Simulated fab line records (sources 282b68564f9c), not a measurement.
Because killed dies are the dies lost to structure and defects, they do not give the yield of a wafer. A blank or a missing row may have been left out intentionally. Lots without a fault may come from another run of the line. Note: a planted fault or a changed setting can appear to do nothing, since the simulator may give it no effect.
fab line records :: flow ritCmos
record:
  lots: 14
  wafers: 42
  lastDay: 7
route steps=202 shown CONTACT@168 M1@202
lots with no fault: from the same line, run without faults
startH: the number of hours between the record's first day and the start of the first shown wafer of the lot :: waitH: hours elapsed since this lot's preceding step :: " repeats the value in the row above :: L1.1+2: a row that stands for several wafers :: - no value, or no start given :: * or withheld: withheld :: < > ~ a bound
route shown NAME@n: NAME is a module with steps in the file, n the number in the route of the first one :: usual: mean and standard deviation over wafers with no fault :: same: alike in all rows :: chamber/n: place in a boat :: sites: per-site readings :: _std_site: the standard deviation of these :: _edge_site: outer sites' mean less inner sites' :: radiusMm: for every site, how far away it sits from the centre of the wafer :: mask NAME#n: copy n :: behind: the last tool/chamber to shape the wafer :: hold: what put the lot on hold/how long, in hours/how the hold closed :: device: the n, p or np transistor that did not switch :: end of line: at the end of the route, the tests of the same wafers :: a step given without rows: its recipe and nothing more :: killed: at the first sort, the dies lost to defects and structure; wafer yield is something else :: map: the dies of a wafer, with x for killed, . for not killed, _ for no die there
set.NAME: setting as actually run; set.NAME@STEP: the setting as run at that earlier step :: model.NAME: the simulator's own value behind a step, which no gauge read
one table for each step of the route and one row for each wafer, over a sample of lots
services: the hour from which a tool's chamber was out of use, counted from the record's first day as startH (under 0 if before that day), plus the number of hours and why
== steps ==
step: RIT_CONTACT_CVD_00
recipe:
  material: SiO2
  targetThkNm: 400
  precursor: TEOS
  tempC: 390
  timeS: 61
  rfW: 400
usual:
  heaterPowerW: 311/51
lot.wafer: L535.1
tool: pecvd-01
chamber: 2
startH: 51.75
waitH: 0.1
heaterPowerW: 325

lot.wafer: L535.2
tool: pecvd-01
chamber: 1
startH: 51.75
waitH: 0.1
heaterPowerW: 274

lot.wafer: L535.4
tool: pecvd-01
chamber: 0
startH: 51.75
waitH: 0.1
heaterPowerW: 263

lot.wafer: L536.1
tool: pecvd-03
chamber: 2
startH: 56.02
waitH: 0.1
heaterPowerW: 303

lot.wafer: L536.2
tool: pecvd-03
chamber: 1
startH: 56.02
waitH: 0.1
heaterPowerW: 266

lot.wafer: L536.6
tool: pecvd-03
chamber: 0
startH: 56.02
waitH: 0.1
heaterPowerW: 244

lot.wafer: L537.3
tool: pecvd-04
chamber: 0
startH: 60.32
waitH: 0.0
heaterPowerW: 239

lot.wafer: L537.5
tool: pecvd-04
chamber: 2
startH: 60.32
waitH: 0.0
heaterPowerW: 320

lot.wafer: L537.6
tool: pecvd-04
chamber: 1
startH: 60.32
waitH: 0.0
heaterPowerW: 417

lot.wafer: L543.4
tool: pecvd-03
chamber: 0
startH: 92.35
waitH: 0.0
heaterPowerW: 295

lot.wafer: L543.5
tool: pecvd-03
chamber: 2
startH: 92.35
waitH: 0.0
heaterPowerW: 390

lot.wafer: L543.6
tool: pecvd-03
chamber: 1
startH: 92.35
waitH: 0.0
heaterPowerW: 270

lot.wafer: L544.1
tool: pecvd-01
chamber: 2
startH: 100.05
waitH: 0.1
heaterPowerW: 337

lot.wafer: L544.3
tool: pecvd-01
chamber: 1
startH: 100.05
waitH: 0.1
heaterPowerW: 301

lot.wafer: L544.5
tool: pecvd-01
chamber: 0
startH: 100.05
waitH: 0.1
heaterPowerW: 296

lot.wafer: L545.1
tool: pecvd-04
chamber: 1
startH: 102.70
waitH: 0.1
heaterPowerW: 423

lot.wafer: L545.2
tool: pecvd-04
chamber: 2
startH: 102.70
waitH: 0.1
heaterPowerW: 268

lot.wafer: L545.6
tool: pecvd-04
chamber: 0
startH: 102.70
waitH: 0.1
heaterPowerW: 321

lot.wafer: L546.1
tool: pecvd-03
chamber: 2
startH: 109.86
waitH: 0.1
heaterPowerW: 391

lot.wafer: L546.4
tool: pecvd-03
chamber: 2
startH: 109.86
waitH: 0.1
heaterPowerW: 298

lot.wafer: L546.5
tool: pecvd-03
chamber: 0
startH: 109.86
waitH: 0.1
heaterPowerW: 275

lot.wafer: L547.1
tool: pecvd-01
chamber: 0
startH: 116.64
waitH: 0.1
heaterPowerW: 254

lot.wafer: L547.3
tool: pecvd-01
chamber: 2
startH: 116.64
waitH: 0.1
heaterPowerW: 343

lot.wafer: L547.4
tool: pecvd-01
chamber: 0
startH: 116.64
waitH: 0.1
heaterPowerW: 269

lot.wafer: L549.1
tool: pecvd-04
chamber: 1
startH: 121.78
waitH: 0.1
heaterPowerW: 409

lot.wafer: L549.2
tool: pecvd-04
chamber: 2
startH: 121.78
waitH: 0.1
heaterPowerW: 274

lot.wafer: L549.3
tool: pecvd-04
chamber: 0
startH: 121.78
waitH: 0.1
heaterPowerW: 332

lot.wafer: L550.1
tool: pecvd-01
chamber: 1
startH: 130.02
waitH: 0.1
heaterPowerW: 299

lot.wafer: L550.3
tool: pecvd-01
chamber: 0
startH: 130.02
waitH: 0.1
heaterPowerW: 307

lot.wafer: L550.4
tool: pecvd-01
chamber: 2
startH: 130.02
waitH: 0.1
heaterPowerW: 329

lot.wafer: L553.2
tool: pecvd-01
chamber: 2
startH: 141.34
waitH: 0.0
heaterPowerW: 322

lot.wafer: L553.4
tool: pecvd-01
chamber: 0
startH: 141.34
waitH: 0.0
heaterPowerW: 285

lot.wafer: L553.5
tool: pecvd-01
chamber: 2
startH: 141.34
waitH: 0.0
heaterPowerW: 344

lot.wafer: L556.2
tool: pecvd-01
chamber: 2
startH: 156.14
waitH: 0.0
heaterPowerW: 348

lot.wafer: L556.3
tool: pecvd-01
chamber: 0
startH: 156.14
waitH: 0.0
heaterPowerW: 287

lot.wafer: L556.5
tool: pecvd-01
chamber: 2
startH: 156.14
waitH: 0.0
heaterPowerW: 368

lot.wafer: L557.2
tool: pecvd-04
chamber: 2
startH: 161.32
waitH: 0.0
heaterPowerW: 317

lot.wafer: L557.4
tool: pecvd-04
chamber: 2
startH: 161.32
waitH: 0.0
heaterPowerW: 329

lot.wafer: L557.5
tool: pecvd-04
chamber: 0
startH: 161.32
waitH: 0.0
heaterPowerW: 239

lot.wafer: L558.1
tool: pecvd-03
chamber: 0
startH: 165.81
waitH: 0.1
heaterPowerW: 260

lot.wafer: L558.3
tool: pecvd-03
chamber: 2
startH: 165.81
waitH: 0.1
heaterPowerW: 369

lot.wafer: L558.5
tool: pecvd-03
chamber: 2
startH: 165.81
waitH: 0.1
heaterPowerW: 382
step: RIT_CONTACT_THK_MEAS_01
recipe:
  reads: SiO2_of_CONTACT_CVD_00
usual:
  CONTACT_TEOS_THK: 402/5.4
lot.wafer: L535.1
tool: filmMetro-01
chamber: -
startH: 51.80
waitH: 0.0
CONTACT_TEOS_THK[nm]: 401

lot.wafer: L535.2
tool: filmMetro-01
chamber: -
startH: 51.80
waitH: 0.0
CONTACT_TEOS_THK[nm]: 403

lot.wafer: L535.4
tool: filmMetro-01
chamber: -
startH: 51.80
waitH: 0.0
CONTACT_TEOS_THK[nm]: 407

lot.wafer: L536.1
tool: filmMetro-02
chamber: -
startH: 56.07
waitH: 0.0
CONTACT_TEOS_THK[nm]: 390

lot.wafer: L536.2
tool: filmMetro-02
chamber: -
startH: 56.07
waitH: 0.0
CONTACT_TEOS_THK[nm]: 399

lot.wafer: L536.6
tool: filmMetro-02
chamber: -
startH: 56.07
waitH: 0.0
CONTACT_TEOS_THK[nm]: 403

lot.wafer: L537.3
tool: filmMetro-01
chamber: -
startH: 60.39
waitH: 0.0
CONTACT_TEOS_THK[nm]: 403

lot.wafer: L537.5
tool: filmMetro-01
chamber: -
startH: 60.39
waitH: 0.0
CONTACT_TEOS_THK[nm]: 406

lot.wafer: L537.6
tool: filmMetro-01
chamber: -
startH: 60.39
waitH: 0.0
CONTACT_TEOS_THK[nm]: 412

lot.wafer: L543.4
tool: filmMetro-01
chamber: -
startH: 92.40
waitH: 0.0
CONTACT_TEOS_THK[nm]: 407

lot.wafer: L543.5
tool: filmMetro-01
chamber: -
startH: 92.40
waitH: 0.0
CONTACT_TEOS_THK[nm]: 405

lot.wafer: L543.6
tool: filmMetro-01
chamber: -
startH: 92.40
waitH: 0.0
CONTACT_TEOS_THK[nm]: 403

lot.wafer: L544.1
tool: filmMetro-02
chamber: -
startH: 100.10
waitH: 0.0
CONTACT_TEOS_THK[nm]: 407

lot.wafer: L544.3
tool: filmMetro-02
chamber: -
startH: 100.10
waitH: 0.0
CONTACT_TEOS_THK[nm]: 403

lot.wafer: L544.5
tool: filmMetro-02
chamber: -
startH: 100.10
waitH: 0.0
CONTACT_TEOS_THK[nm]: 409

lot.wafer: L545.1
tool: filmMetro-01
chamber: -
startH: 102.75
waitH: 0.0
CONTACT_TEOS_THK[nm]: 397

lot.wafer: L545.2
tool: filmMetro-01
chamber: -
startH: 102.75
waitH: 0.0
CONTACT_TEOS_THK[nm]: 395

lot.wafer: L545.6
tool: filmMetro-01
chamber: -
startH: 102.75
waitH: 0.0
CONTACT_TEOS_THK[nm]: 405

lot.wafer: L546.1
tool: filmMetro-01
chamber: -
startH: 109.91
waitH: 0.0
CONTACT_TEOS_THK[nm]: 395

lot.wafer: L546.4
tool: filmMetro-01
chamber: -
startH: 109.91
waitH: 0.0
CONTACT_TEOS_THK[nm]: 400

lot.wafer: L546.5
tool: filmMetro-01
chamber: -
startH: 109.91
waitH: 0.0
CONTACT_TEOS_THK[nm]: 406

lot.wafer: L547.1
tool: filmMetro-02
chamber: -
startH: 116.69
waitH: 0.0
CONTACT_TEOS_THK[nm]: 396

lot.wafer: L547.3
tool: filmMetro-02
chamber: -
startH: 116.69
waitH: 0.0
CONTACT_TEOS_THK[nm]: 395

lot.wafer: L547.4
tool: filmMetro-02
chamber: -
startH: 116.69
waitH: 0.0
CONTACT_TEOS_THK[nm]: 402

lot.wafer: L549.1
tool: filmMetro-04
chamber: -
startH: 121.84
waitH: 0.0
CONTACT_TEOS_THK[nm]: 402

lot.wafer: L549.2
tool: filmMetro-04
chamber: -
startH: 121.84
waitH: 0.0
CONTACT_TEOS_THK[nm]: 402

lot.wafer: L549.3
tool: filmMetro-04
chamber: -
startH: 121.84
waitH: 0.0
CONTACT_TEOS_THK[nm]: 402

lot.wafer: L550.1
tool: filmMetro-04
chamber: -
startH: 130.07
waitH: 0.0
CONTACT_TEOS_THK[nm]: 400

lot.wafer: L550.3
tool: filmMetro-04
chamber: -
startH: 130.07
waitH: 0.0
CONTACT_TEOS_THK[nm]: 397

lot.wafer: L550.4
tool: filmMetro-04
chamber: -
startH: 130.07
waitH: 0.0
CONTACT_TEOS_THK[nm]: 404

lot.wafer: L553.2
tool: filmMetro-02
chamber: -
startH: 141.40
waitH: 0.0
CONTACT_TEOS_THK[nm]: 196

lot.wafer: L553.4
tool: filmMetro-02
chamber: -
startH: 141.40
waitH: 0.0
CONTACT_TEOS_THK[nm]: 202

lot.wafer: L553.5
tool: filmMetro-02
chamber: -
startH: 141.40
waitH: 0.0
CONTACT_TEOS_THK[nm]: 201

lot.wafer: L556.2
tool: filmMetro-04
chamber: -
startH: 156.20
waitH: 0.0
CONTACT_TEOS_THK[nm]: 206

lot.wafer: L556.3
tool: filmMetro-04
chamber: -
startH: 156.20
waitH: 0.0
CONTACT_TEOS_THK[nm]: 202

lot.wafer: L556.5
tool: filmMetro-04
chamber: -
startH: 156.20
waitH: 0.0
CONTACT_TEOS_THK[nm]: 209

lot.wafer: L557.2
tool: filmMetro-01
chamber: -
startH: 161.38
waitH: 0.0
CONTACT_TEOS_THK[nm]: 394

lot.wafer: L557.4
tool: filmMetro-01
chamber: -
startH: 161.38
waitH: 0.0
CONTACT_TEOS_THK[nm]: 404

lot.wafer: L557.5
tool: filmMetro-01
chamber: -
startH: 161.38
waitH: 0.0
CONTACT_TEOS_THK[nm]: 409

lot.wafer: L558.1
tool: filmMetro-01
chamber: -
startH: 165.88
waitH: 0.1
CONTACT_TEOS_THK[nm]: 396

lot.wafer: L558.3
tool: filmMetro-01
chamber: -
startH: 165.88
waitH: 0.1
CONTACT_TEOS_THK[nm]: 395

lot.wafer: L558.5
tool: filmMetro-01
chamber: -
startH: 165.88
waitH: 0.1
CONTACT_TEOS_THK[nm]: 397
step: RIT_M1_PROBE_99
usual:
  killed_at_M0_to_M3: 0.0/0.18
  killedAtContacts: 0.1/0.38
  killedAtFrontEnd: 6.9/2.9
  killedDies: 7.1/3
  killedOnRim: 2.0/1.4
  killedOpen: 3.5/2.1
  killedShort: 3.5/2
same:
  grossDies: 264
  killed_at_M4_up: 0
  killedAtBackSide: 0
  killedAtOther: 0
lot.wafer: L553.2
tool: prober-01
chamber: -
startH: 147.94
waitH: 0.1
killed_at_M0_to_M3: 0
killedAtContacts: 0
killedAtFrontEnd: 6
killedDies: 6
killedOnRim: 2
killedOpen: 2
killedShort: 4

lot.wafer: L553.4
tool: prober-01
chamber: -
startH: 148.04
waitH: 0.2
killed_at_M0_to_M3: 0
killedAtContacts: 0
killedAtFrontEnd: 7
killedDies: 7
killedOnRim: 2
killedOpen: 5
killedShort: 2

lot.wafer: L553.5
tool: prober-01
chamber: -
startH: 148.09
waitH: 0.2
killed_at_M0_to_M3: 1
killedAtContacts: 0
killedAtFrontEnd: 9
killedDies: 10
killedOnRim: 2
killedOpen: 1
killedShort: 9
killed by level:class
L553.2 SPACER:geometricParticle:short=2 FOX1:geometricParticle:open=1 FOX2:geometricParticle:short=1 SPACER:geometricParticle:open=1 SILICIDE:geometricParticle:short=1
L553.4 REOX:geometricParticle:open=2 SPACER:geometricParticle:open=2 ACTIVE:geometricParticle:short=1 FOX1:geometricParticle:open=1 GATE:geometricParticle:short=1
L553.5 SPACER:geometricParticle:short=4 SILICIDE:geometricParticle:short=3 FOX2:geometricParticle:short=1 GATE:geometricParticle:short=1 M1:geometricParticle:open=1
== services ==
tool: pecvd-01
chamber: 0
startH: 53.66
hours: 18.5
kind: repair

tool: pecvd-04
chamber: 1
startH: 62.71
hours: 3.5
kind: repair

tool: pecvd-03
chamber: -
startH: 87.88
hours: 2.8
kind: pm

tool: pecvd-04
chamber: -
startH: 108.03
hours: 1.2
kind: repair

tool: pecvd-03
chamber: 1
startH: 152.51
hours: 18.5
kind: repair
== key ==
firstSign:
  step: RIT_CONTACT_THK_MEAS_01
  reading: CONTACT_TEOS_THK
  direction: down
  sigmas: 37
  usual: 402
  struck: 203
effect none on later readings
metAt RIT_CONTACT_CVD_00
struckLots L553,L556
testerLeftOut L553,L556
onsetBetween 130.02 141.34
fault:
  kind: processParameterDrift
  tool: pecvd-01
  chamber: -
  onsetH: 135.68
  steps: RIT_CONTACT_CVD_00
  channel: targetThkNm
  offset: -201.23
  shape: step
  endH: 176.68
  stated: 400
testerLeftOut: of these lots the tester's yield and bins aren't shown, on N5 and GAA mostly nor the transistor test; their killed dies are dies lost to structure and defects alone, not to doping, threshold or leakage, so they don't give the yield
